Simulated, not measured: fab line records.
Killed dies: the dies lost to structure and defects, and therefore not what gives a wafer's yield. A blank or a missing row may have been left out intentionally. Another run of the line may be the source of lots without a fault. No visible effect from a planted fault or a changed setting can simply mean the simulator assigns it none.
fab line records | flow rit_cmos
record: lots: 14 | wafers: 42 | last_day: 7
route steps=202 shown M1@196
lots that met no fault: taken from a fault-free run of the same line
start_h: the number of hours between the record's first day and the start of the first shown wafer of the lot | wait_h: time in hours since the lot's previous step | " repeats the value in the row above | L1.1+2: several wafers, shown together as one row | - no value, or no start given | * or withheld: withheld | < > ~ a bound
route shown NAME@n: NAME is a module with steps in the file, n the number in the route of the first one | usual: average and standard deviation across the fault-free wafers | same: alike in all rows | chamber/n: place in a boat | sites: the reading at each site | _std_site: standard deviation across them | _edge_site: mean of outer sites minus mean of inner sites | radius_mm: how far each site lies from the wafer's centre | mask NAME#n: copy n | behind: the most recent tool/chamber to have shaped the wafer | hold: what put the lot on hold/how long, in hours/how the hold closed | device: which transistor (n, p or np) failed to switch | end of line: the same wafers' tests at the end of the route | where a step has no rows: the recipe by itself | killed: at the first sort, the dies lost to defects and structure; wafer yield is something else | map: per-die view of a wafer (x killed, . not killed, _ where there is no die)
set.NAME: the run value of the setting; set.NAME@STEP: its run value at that earlier step | model.NAME: the simulator's own value behind a step, which no gauge read
the route's steps for a sample of lots (tables are steps, rows are wafers)
services: a tool's chamber out of use, with start hour (start_h, from the record's first day; less than 0 if before it), hours out, and reason
== steps ==
step: RIT_M1_METAL_ETCH_12
recipe: stop_on: SiO2 | chemistry: Cl2/BCl3 | target: Al | time_s: 165 | over_etch_frac: 0.5 | pressure_mtorr: 100 | target_depth_a: 6000 | rf_w: 250 | Cl2_flow_sccm: 60 | bcl3_flow_sccm: 50
usual: drypump_motor_current_A: 5.9/0.57 | oes_product_au: 0.787/0.01 | run_length_s: 193.42/0.29 | throttle_valve_pct: 8.33/0.088
lot.wafer | tool         | chamber | start_h | wait_h | drypump_motor_current_A | oes_product_au | rf_hours_counter_h | run_length_s | throttle_valve_pct
L716.1    | rie_metal-04 | 1       | 61.65   | 0.2    | 6.6                     | 0.785          | 4                  | 193.32       | 8.32
L716.3    | "            | 0       | "       | "      | 6.0                     | 0.780          | -                  | 193.81       | 8.50
L716.6    | "            | 1       | "       | "      | 6.5                     | 0.775          | -                  | 193.38       | 8.32
L719.1    | rie_metal-04 | 1       | 77.54   | 0.2    | 6.5                     | 0.773          | 4                  | 193.04       | 8.32
L719.4    | "            | 1       | "       | "      | 6.5                     | 0.789          | -                  | 193.17       | 8.30
L719.5    | "            | 0       | "       | "      | 6.0                     | 0.790          | -                  | 193.76       | 8.51
L720.1    | rie_metal-02 | 1       | 81.83   | 0.2    | 5.7                     | 0.794          | 3                  | 193.57       | 8.25
L720.4    | "            | 1       | "       | "      | 5.7                     | 0.792          | -                  | 193.66       | 8.27
L720.5    | "            | 1       | "       | "      | 5.7                     | 0.791          | -                  | 193.45       | 8.25
L721.1    | rie_metal-03 | 1       | 86.74   | 0.2    | 4.9                     | 0.800          | 35                 | 193.15       | 8.25
L721.5    | "            | 1       | "       | "      | 4.9                     | 0.793          | -                  | 193.35       | 8.25
L721.6    | "            | 0       | "       | "      | 6.6                     | 0.791          | -                  | 193.07       | 8.38
L722.1    | rie_metal-04 | 0       | 90.31   | 0.2    | 6.0                     | 0.772          | 4                  | 193.65       | 8.50
L722.4    | "            | 0       | "       | "      | 6.0                     | 0.776          | -                  | 193.84       | 8.50
L722.5    | "            | 1       | "       | "      | 6.5                     | 0.782          | -                  | 193.18       | 8.34
L724.1    | rie_metal-03 | 0       | 106.95  | 0.2    | 6.5                     | 0.795          | 38                 | 193.05       | 8.37
L724.2    | "            | 1       | "       | "      | 4.9                     | 0.784          | 35                 | 193.00       | 8.27
L724.4    | "            | 1       | "       | "      | 4.9                     | 0.793          | -                  | 192.97       | 8.27
L725.2    | rie_metal-04 | 1       | 109.84  | 0.2    | 6.5                     | 0.781          | 4                  | 193.29       | 8.31
L725.3    | "            | 0       | "       | "      | 5.9                     | 0.780          | -                  | 193.50       | 8.49
L725.6    | "            | 0       | "       | "      | 5.9                     | 0.780          | -                  | 193.60       | 8.52
L726.2    | rie_metal-02 | 1       | 112.22  | 0.2    | 5.7                     | 0.788          | -                  | 193.32       | 8.26
L726.3    | "            | 1       | "       | "      | 5.7                     | 0.791          | -                  | 193.51       | 8.25
L726.5    | "            | 1       | "       | "      | 5.7                     | 0.783          | -                  | 193.44       | 8.27
L727.1    | rie_metal-03 | 0       | 119.56  | 0.2    | 6.5                     | 0.807          | 38                 | 193.63       | 8.38
L727.4    | "            | 1       | "       | "      | 4.9                     | 0.792          | -                  | 193.07       | 8.25
L727.6    | "            | 1       | "       | "      | 4.9                     | 0.801          | -                  | 193.55       | 8.27
L728.4    | rie_metal-04 | 1       | 123.37  | 0.1    | 6.5                     | 0.779          | -                  | 193.08       | 8.30
L728.5    | "            | 0       | "       | "      | 6.0                     | 0.780          | -                  | 193.61       | 8.49
L728.6    | "            | 1       | "       | "      | 6.5                     | 0.783          | -                  | 193.22       | 8.30
L729.4    | rie_metal-02 | 1       | 129.80  | 0.2    | 5.7                     | 0.802          | -                  | 193.94       | 8.25
L729.5    | "            | 1       | "       | "      | 5.7                     | 0.788          | -                  | 193.47       | 8.25
L729.6    | "            | 1       | "       | "      | 5.7                     | 0.809          | -                  | 193.65       | 8.26
L732.1    | rie_metal-02 | 1       | 141.66  | 0.2    | 5.7                     | 0.802          | 4                  | 193.54       | 8.27
L732.2    | "            | 1       | "       | "      | 5.7                     | 0.800          | -                  | 193.29       | 8.25
L732.5    | "            | 1       | "       | "      | 5.7                     | 0.809          | -                  | 193.90       | 8.25
L733.2    | rie_metal-04 | 1       | 150.30  | 0.2    | 6.6                     | 1.006          | 5                  | 127.42       | 8.28
L733.5    | "            | 1       | "       | "      | 6.5                     | 1.007          | -                  | 127.42       | 8.28
L733.6    | "            | 0       | "       | "      | 5.9                     | 0.988          | -                  | 127.76       | 8.46
L736.1    | rie_metal-04 | 0       | 161.55  | 0.2    | 6.0                     | 0.983          | 5                  | 127.92       | 8.46
L736.4    | "            | 1       | "       | "      | 6.5                     | 1.006          | -                  | 127.56       | 8.29
L736.6    | "            | 1       | "       | "      | 6.5                     | 1.002          | -                  | 127.09       | 8.26
step: RIT_M1_PROBE_99
usual: defect_limited_yield: 97.4/1.2 | killed_at_M0_to_M3: 0.0/0.18 | killed_at_contacts: 0.1/0.32 | killed_at_front_end: 7/3 | killed_dies: 7/3.1 | killed_on_rim: 1.9/1.5 | killed_open: 3.3/1.8 | killed_short: 3.6/2 | sort_bin_3_pad_short: 0.1/0.22 | sort_bin_5_function: 1.4/0.84 | sort_bin_6_memory: 1.0/0.67 | sort_n_pass: 257/3.1 | sort_yield_pct: 97.4/1.2
same: gross_dies: 264 | killed_at_M4_up: 0 | killed_at_back_side: 0 | killed_at_other: 0
lot.wafer | tool      | chamber | start_h | wait_h | hold                   | defect_limited_yield[%] | killed_at_M0_to_M3 | killed_at_contacts | killed_at_front_end | killed_dies | killed_on_rim | killed_open | killed_short | sort_bin_3_pad_short[%] | sort_bin_5_function[%] | sort_bin_6_memory[%] | sort_n_pass | sort_yield_pct[%]
L716.1    | prober-02 | -       | 63.92   | 0.1    | -                      | 98.5                    | 0                  | 0                  | 4                   | 4           | 0             | 3           | 1            | 0                       | 0.8                    | 0.8                  | 260         | 98.5
L716.3    | prober-02 | -       | 64.02   | 0.2    | -                      | 96.2                    | 0                  | 0                  | 10                  | 10          | 6             | 3           | 7            | 0                       | 2.7                    | 1.1                  | 254         | 96.2
L716.6    | prober-02 | -       | 64.17   | 0.2    | -                      | 96.2                    | 0                  | 0                  | 10                  | 10          | 1             | 5           | 5            | 0                       | 2.3                    | 1.5                  | 254         | 96.2
L719.1    | prober-01 | -       | 79.79   | 0.1    | -                      | 96.2                    | 0                  | 0                  | 10                  | 10          | 2             | 3           | 7            | 0.8                     | 2.3                    | 0.8                  | 254         | 96.2
L719.4    | prober-01 | -       | 79.94   | 0.2    | -                      | 95.1                    | 0                  | 0                  | 13                  | 13          | 3             | 6           | 7            | 0                       | 3.8                    | 1.1                  | 251         | 95.1
L719.5    | prober-01 | -       | 79.99   | 0.2    | -                      | 97.0                    | 0                  | 0                  | 8                   | 8           | 2             | 6           | 2            | 0.4                     | 1.5                    | 1.1                  | 256         | 97.0
L720.1    | prober-02 | -       | 84.45   | 0.1    | -                      | 98.1                    | 0                  | 0                  | 5                   | 5           | 0             | 2           | 3            | 0                       | 1.1                    | 0.8                  | 259         | 98.1
L720.4    | prober-02 | -       | 84.60   | 0.2    | -                      | 99.6                    | 0                  | 1                  | 0                   | 1           | 0             | 0           | 1            | 0                       | 0.4                    | 0                    | 263         | 99.6
L720.5    | prober-02 | -       | 84.65   | 0.2    | -                      | 97.3                    | 0                  | 0                  | 7                   | 7           | 2             | 5           | 2            | 0                       | 1.5                    | 1.1                  | 257         | 97.3
L721.1    | prober-01 | -       | 88.99   | 0.1    | -                      | 97.7                    | 0                  | 0                  | 6                   | 6           | 2             | 1           | 5            | 0                       | 1.5                    | 0.8                  | 258         | 97.7
L721.5    | prober-01 | -       | 89.19   | 0.2    | -                      | 99.2                    | 0                  | 0                  | 2                   | 2           | 0             | 0           | 2            | 0                       | 0.4                    | 0.4                  | 262         | 99.2
L721.6    | prober-01 | -       | 89.24   | 0.2    | -                      | 98.9                    | 0                  | 0                  | 3                   | 3           | 1             | 1           | 2            | 0                       | 0.8                    | 0.4                  | 261         | 98.9
L722.1    | prober-02 | -       | 92.56   | 0.1    | -                      | 96.6                    | 0                  | 0                  | 9                   | 9           | 2             | 3           | 6            | 0                       | 1.5                    | 1.9                  | 255         | 96.6
L722.4    | prober-02 | -       | 92.71   | 0.2    | -                      | 97.0                    | 0                  | 0                  | 8                   | 8           | 2             | 5           | 3            | 0.8                     | 0.4                    | 1.9                  | 256         | 97.0
L722.5    | prober-02 | -       | 92.76   | 0.2    | -                      | 97.3                    | 0                  | 0                  | 7                   | 7           | 1             | 4           | 3            | 0                       | 1.5                    | 1.1                  | 257         | 97.3
L724.1    | prober-02 | -       | 109.38  | 0.1    | -                      | 96.2                    | 0                  | 1                  | 9                   | 10          | 1             | 4           | 6            | 0.4                     | 1.1                    | 2.3                  | 254         | 96.2
L724.2    | prober-02 | -       | 109.43  | 0.1    | -                      | 95.8                    | 0                  | 0                  | 11                  | 11          | 2             | 7           | 4            | 0                       | 2.3                    | 1.9                  | 253         | 95.8
L724.4    | prober-02 | -       | 109.53  | 0.2    | -                      | 97.0                    | 0                  | 0                  | 8                   | 8           | 2             | 5           | 3            | 0                       | 1.1                    | 1.9                  | 256         | 97.0
L725.2    | prober-01 | -       | 112.32  | 0.1    | -                      | 97.3                    | 0                  | 0                  | 7                   | 7           | 2             | 2           | 5            | 0                       | 1.9                    | 0.8                  | 257         | 97.3
L725.3    | prober-01 | -       | 112.37  | 0.2    | -                      | 97.0                    | 0                  | 0                  | 8                   | 8           | 2             | 5           | 3            | 0.4                     | 1.5                    | 1.1                  | 256         | 97.0
L725.6    | prober-01 | -       | 112.52  | 0.2    | -                      | 97.3                    | 0                  | 0                  | 7                   | 7           | 1             | 2           | 5            | 0.4                     | 0.8                    | 1.5                  | 257         | 97.3
L726.2    | prober-02 | -       | 114.63  | 0.1    | -                      | 98.1                    | 0                  | 0                  | 5                   | 5           | 4             | 3           | 2            | 0                       | 0                      | 1.9                  | 259         | 98.1
L726.3    | prober-02 | -       | 114.68  | 0.2    | -                      | 98.1                    | 0                  | 1                  | 4                   | 5           | 3             | 4           | 1            | 0                       | 0.4                    | 1.5                  | 259         | 98.1
L726.5    | prober-02 | -       | 114.78  | 0.2    | -                      | 97.7                    | 0                  | 0                  | 6                   | 6           | 0             | 3           | 3            | 0                       | 0.4                    | 1.9                  | 258         | 97.7
L727.1    | prober-01 | -       | 121.81  | 0.1    | -                      | 98.5                    | 0                  | 0                  | 4                   | 4           | 2             | 2           | 2            | 0.4                     | 0.8                    | 0.4                  | 260         | 98.5
L727.4    | prober-01 | -       | 121.96  | 0.2    | -                      | 94.7                    | 0                  | 0                  | 14                  | 14          | 5             | 9           | 5            | 0                       | 2.3                    | 3.0                  | 250         | 94.7
L727.6    | prober-01 | -       | 122.06  | 0.2    | -                      | 96.6                    | 0                  | 0                  | 9                   | 9           | 4             | 5           | 4            | 0                       | 2.3                    | 1.1                  | 255         | 96.6
L728.4    | prober-02 | -       | 125.72  | 0.2    | -                      | 97.7                    | 0                  | 0                  | 6                   | 6           | 1             | 3           | 3            | 0                       | 0.8                    | 1.5                  | 258         | 97.7
L728.5    | prober-02 | -       | 125.77  | 0.2    | -                      | 95.5                    | 0                  | 2                  | 10                  | 12          | 3             | 7           | 5            | 0                       | 3.0                    | 1.5                  | 252         | 95.5
L728.6    | prober-02 | -       | 125.82  | 0.2    | -                      | 95.5                    | 0                  | 0                  | 12                  | 12          | 4             | 3           | 9            | 0.4                     | 2.7                    | 1.5                  | 252         | 95.5
L729.4    | prober-01 | -       | 132.22  | 0.2    | -                      | 98.1                    | 0                  | 0                  | 5                   | 5           | 0             | 2           | 3            | 0.4                     | 1.1                    | 0.4                  | 259         | 98.1
L729.5    | prober-01 | -       | 132.27  | 0.2    | -                      | 98.5                    | 0                  | 0                  | 4                   | 4           | 1             | 2           | 2            | 0                       | 0.8                    | 0.8                  | 260         | 98.5
L729.6    | prober-01 | -       | 132.32  | 0.2    | -                      | 97.7                    | 0                  | 0                  | 6                   | 6           | 2             | 1           | 5            | 0                       | 1.9                    | 0.4                  | 258         | 97.7
L732.1    | prober-02 | -       | 144.08  | 0.1    | -                      | 95.5                    | 0                  | 0                  | 12                  | 12          | 4             | 6           | 6            | 0                       | 1.5                    | 3.0                  | 252         | 95.5
L732.2    | prober-02 | -       | 144.13  | 0.1    | -                      | 96.2                    | 0                  | 0                  | 10                  | 10          | 2             | 6           | 4            | 0                       | 1.5                    | 2.3                  | 254         | 96.2
L732.5    | prober-02 | -       | 144.28  | 0.2    | -                      | 95.8                    | 0                  | 0                  | 11                  | 11          | 2             | 5           | 6            | 0                       | 1.9                    | 2.3                  | 253         | 95.8
L733.2    | prober-01 | -       | 152.62  | 0.1    | await_dispo/2.4h/scrap | 0                       | 256                | 0                  | 8                   | 264         | 70            | 2           | 6            | 0.4                     | 98.9                   | 0.8                  | 0           | 0
L733.5    | prober-01 | -       | 152.77  | 0.2    | await_dispo/2.4h/scrap | 0                       | 261                | 0                  | 3                   | 264         | 70            | 2           | 1            | 0                       | 99.6                   | 0.4                  | 0           | 0
L733.6    | prober-01 | -       | 152.82  | 0.2    | await_dispo/2.4h/scrap | 0                       | 257                | 0                  | 7                   | 264         | 70            | 3           | 4            | 0                       | 99.6                   | 0.4                  | 0           | 0
L736.1    | prober-02 | -       | 163.87  | 0.1    | await_dispo/1.9h/scrap | 0                       | 257                | 2                  | 5                   | 264         | 70            | 3           | 3            | 0                       | 99.2                   | 0.8                  | 0           | 0
L736.4    | prober-02 | -       | 164.02  | 0.2    | await_dispo/1.9h/scrap | 0                       | 256                | 0                  | 8                   | 264         | 70            | 3           | 5            | 0.4                     | 98.5                   | 1.1                  | 0           | 0
L736.6    | prober-02 | -       | 164.12  | 0.2    | await_dispo/1.9h/scrap | 0                       | 256                | 0                  | 8                   | 264         | 70            | 3           | 5            | 0.4                     | 97.7                   | 1.9                  | 0           | 0
killed by level:class
L716.1 SPACER:geometric_particle:open=2 FOX1:geometric_particle:open=1 SPACER:geometric_particle:short=1
L716.3 GATE:geometric_particle:short=3 SPACER:geometric_particle:short=2 FOX1:geometric_particle:open=1 FOX1:geometric_particle:short=1 GATE:geometric_particle:open=1 REOX:geometric_particle:short=1 SILICIDE:geometric_particle:open=1
L716.6 GATE:geometric_particle:short=3 FOX1:geometric_particle:open=2 GATE:geometric_particle:open=1 REOX:geometric_particle:short=1 SPACER:geometric_particle:open=1 SILICIDE:geometric_particle:open=1 SILICIDE:geometric_particle:short=1
L719.1 GATE:geometric_particle:open=2 GATE:geometric_particle:short=2 REOX:geometric_particle:short=2 FOX2:geometric_particle:short=1 REOX:geometric_particle:open=1 SPACER:geometric_particle:short=1 SILICIDE:geometric_particle:short=1
L719.4 GATE:geometric_particle:open=4 FOX2:geometric_particle:short=3 GATE:geometric_particle:short=3 FOX1:geometric_particle:open=1 FOX2:geometric_particle:open=1 SPACER:geometric_particle:short=1
L719.5 FOX1:geometric_particle:open=3 REOX:geometric_particle:open=2 FOX2:geometric_particle:open=1 FOX2:geometric_particle:short=1 SPACER:geometric_particle:short=1
L720.1 FOX1:geometric_particle:short=1 REOX:geometric_particle:open=1 REOX:geometric_particle:short=1 SPACER:geometric_particle:open=1 SPACER:geometric_particle:short=1
L720.4 CONTACT:geometric_particle:short=1
L720.5 GATE:geometric_particle:open=3 FOX1:geometric_particle:open=1 FOX1:geometric_particle:short=1 GATE:geometric_particle:short=1 REOX:geometric_particle:open=1
L721.1 GATE:geometric_particle:short=5 GATE:geometric_particle:open=1
L721.5 GATE:geometric_particle:short=2
L721.6 FOX1:geometric_particle:short=1 GATE:geometric_particle:short=1 REOX:geometric_particle:open=1
L722.1 GATE:geometric_particle:open=2 REOX:geometric_particle:short=2 SPACER:geometric_particle:short=2 FOX1:geometric_particle:short=1 GATE:geometric_particle:short=1 REOX:geometric_particle:open=1
L722.4 SPACER:geometric_particle:open=2 FOX2:geometric_particle:short=1 FOX2:geometric_particle:open=1 GATE:geometric_particle:open=1 GATE:geometric_particle:short=1 REOX:geometric_particle:open=1 SILICIDE:geometric_particle:short=1
L722.5 GATE:geometric_particle:short=2 FOX1:geometric_particle:open=1 FOX1:geometric_particle:short=1 FOX2:geometric_particle:open=1 GATE:geometric_particle:open=1 REOX:geometric_particle:open=1
L724.1 SPACER:geometric_particle:short=3 FOX2:geometric_particle:open=2 FOX2:geometric_particle:short=1 GATE:geometric_particle:open=1 GATE:geometric_particle:short=1 REOX:geometric_particle:open=1 CONTACT:geometric_particle:short=1
L724.2 SPACER:geometric_particle:open=4 GATE:geometric_particle:short=2 FOX2:geometric_particle:open=1 FOX2:geometric_particle:short=1 GATE:geometric_particle:open=1 SPACER:geometric_particle:short=1 SILICIDE:geometric_particle:open=1
L724.4 SPACER:geometric_particle:open=3 GATE:geometric_particle:open=2 GATE:geometric_particle:short=2 SPACER:geometric_particle:short=1
L725.2 REOX:geometric_particle:short=3 GATE:geometric_particle:short=1 GATE:geometric_particle:open=1 REOX:geometric_particle:open=1 SILICIDE:geometric_particle:short=1
L725.3 GATE:geometric_particle:open=3 REOX:geometric_particle:short=2 FOX1:geometric_particle:open=1 GATE:geometric_particle:short=1 REOX:geometric_particle:open=1
L725.6 GATE:geometric_particle:short=3 FOX1:geometric_particle:short=1 SPACER:geometric_particle:short=1 SPACER:geometric_particle:open=1 SILICIDE:geometric_particle:open=1
L726.2 GATE:geometric_particle:open=2 SPACER:geometric_particle:short=1 SILICIDE:geometric_particle:open=1 SILICIDE:geometric_particle:short=1
L726.3 GATE:geometric_particle:open=2 FOX1:geometric_particle:open=1 GATE:geometric_particle:short=1 CONTACT:geometric_particle:open=1
L726.5 GATE:geometric_particle:open=2 FOX1:geometric_particle:short=1 FOX1:geometric_particle:open=1 GATE:geometric_particle:short=1 SILICIDE:geometric_particle:short=1
L727.1 FOX1:geometric_particle:short=1 FOX1:geometric_particle:open=1 GATE:geometric_particle:short=1 GATE:geometric_particle:open=1
L727.4 SILICIDE:geometric_particle:open=5 GATE:geometric_particle:open=2 SILICIDE:geometric_particle:short=2 FOX1:geometric_particle:short=1 REOX:geometric_particle:open=1 REOX:geometric_particle:short=1 SPACER:geometric_particle:open=1 SPACER:geometric_particle:short=1
L727.6 FOX2:geometric_particle:open=2 GATE:geometric_particle:open=2 FOX1:geometric_particle:short=1 GATE:geometric_particle:short=1 REOX:geometric_particle:open=1 REOX:geometric_particle:short=1 SPACER:geometric_particle:short=1
L728.4 FOX1:geometric_particle:open=3 FOX1:geometric_particle:short=2 SILICIDE:geometric_particle:short=1
L728.5 GATE:geometric_particle:open=2 SILICIDE:geometric_particle:open=2 CONTACT:geometric_particle:short=2 FOX1:geometric_particle:open=1 FOX1:geometric_particle:short=1 FOX2:geometric_particle:open=1 SPACER:geometric_particle:open=1 SPACER:geometric_particle:short=1
L728.6 SILICIDE:geometric_particle:short=4 GATE:geometric_particle:open=2 FOX1:geometric_particle:open=1 FOX1:geometric_particle:short=1 FOX2:geometric_particle:short=1 GATE:geometric_particle:short=1 REOX:geometric_particle:short=1 SPACER:geometric_particle:short=1
L729.4 GATE:geometric_particle:short=3 GATE:geometric_particle:open=2
L729.5 FOX1:geometric_particle:short=1 FOX2:geometric_particle:open=1 GATE:geometric_particle:open=1 GATE:geometric_particle:short=1
L729.6 FOX1:geometric_particle:short=2 FOX2:geometric_particle:open=1 FOX2:geometric_particle:short=1 GATE:geometric_particle:short=1 REOX:geometric_particle:short=1
L732.1 SILICIDE:geometric_particle:open=3 FOX1:geometric_particle:short=2 FOX2:geometric_particle:short=2 SILICIDE:geometric_particle:short=2 SPACER:geometric_particle:open=1 FOX1:geometric_particle:open=1 FOX2:geometric_particle:open=1
L732.2 SPACER:geometric_particle:open=3 GATE:geometric_particle:short=2 SILICIDE:geometric_particle:short=2 FOX2:geometric_particle:open=1 GATE:geometric_particle:open=1 REOX:geometric_particle:open=1
L732.5 FOX1:geometric_particle:short=2 GATE:geometric_particle:open=2 SPACER:geometric_particle:open=2 FOX2:geometric_particle:open=1 GATE:geometric_particle:short=1 REOX:geometric_particle:short=1 SPACER:geometric_particle:short=1 SILICIDE:geometric_particle:short=1
L733.2 M1:area_etch=256 FOX1:geometric_particle:short=2 GATE:geometric_particle:open=2 SPACER:geometric_particle:short=2 FOX2:geometric_particle:short=1 GATE:geometric_particle:short=1
L733.5 M1:area_etch=261 SPACER:geometric_particle:open=2 SPACER:geometric_particle:short=1
L733.6 M1:area_etch=257 FOX1:geometric_particle:short=2 FOX1:geometric_particle:open=1 FOX2:geometric_particle:open=1 GATE:geometric_particle:open=1 REOX:geometric_particle:short=1 SPACER:geometric_particle:short=1
L736.1 M1:area_etch=257 GATE:geometric_particle:open=2 FOX1:geometric_particle:short=1 SPACER:geometric_particle:open=1 SILICIDE:geometric_particle:short=1 CONTACT:geometric_particle:short=1 CONTACT:coat_microbubble_printed=1
L736.4 M1:area_etch=256 GATE:geometric_particle:short=3 FOX1:geometric_particle:short=2 FOX1:geometric_particle:open=1 GATE:geometric_particle:open=1 REOX:geometric_particle:open=1
L736.6 M1:area_etch=256 GATE:geometric_particle:short=3 FOX1:geometric_particle:short=1 GATE:geometric_particle:open=1 REOX:geometric_particle:open=1 SPACER:geometric_particle:short=1 SILICIDE:geometric_particle:open=1
== services ==
tool         | chamber | start_h | hours | kind
rie_metal-02 | 0       | 46.48   | 102.1 | repair
rie_metal-03 | -       | 136.12  | 20.0  | pm
rie_metal-03 | 0       | 136.12  | 20.0  | vent_cycle
rie_metal-03 | 1       | 136.12  | 20.0  | vent_cycle
rie_metal-03 | 0       | 156.12  | -     | clean
rie_metal-03 | 1       | 156.12  | -     | clean
== key ==
first_sign: step: RIT_M1_METAL_ETCH_12 | reading: run_length_s | direction: down | sigmas: 99+ | usual: * | struck: *
effect: step: RIT_M1_METAL_ETCH_12 | reading: oes_product_au | direction: up | sigmas: 20 | usual: 0.787 | struck: 0.999
effect: step: RIT_M1_PROBE_99 | reading: killed_at_M0_to_M3 | direction: up | sigmas: 99+ | usual: 0.0 | struck: 257.2
more_kills_born_at: RIT_M1_METAL_ETCH_12@rie_metal-04: 1543
met_at RIT_M1_METAL_ETCH_12
struck_lots L733,L736
later_rows_left_out L733.2,L733.5,L733.6,L736.1,L736.4,L736.6
onset_between 123.37 150.30
fault: kind: process_parameter_drift | tool: rie_metal-04 | chamber: - | onset_h: 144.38 | steps: RIT_M1_METAL_ETCH_12 | channel: time_s | offset: * | shape: step | end_h: 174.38 | stated: *
later_rows_left_out: the simulator's readings of these wafers behind a module that went badly wrong aren't trusted and aren't shown, but for the sort
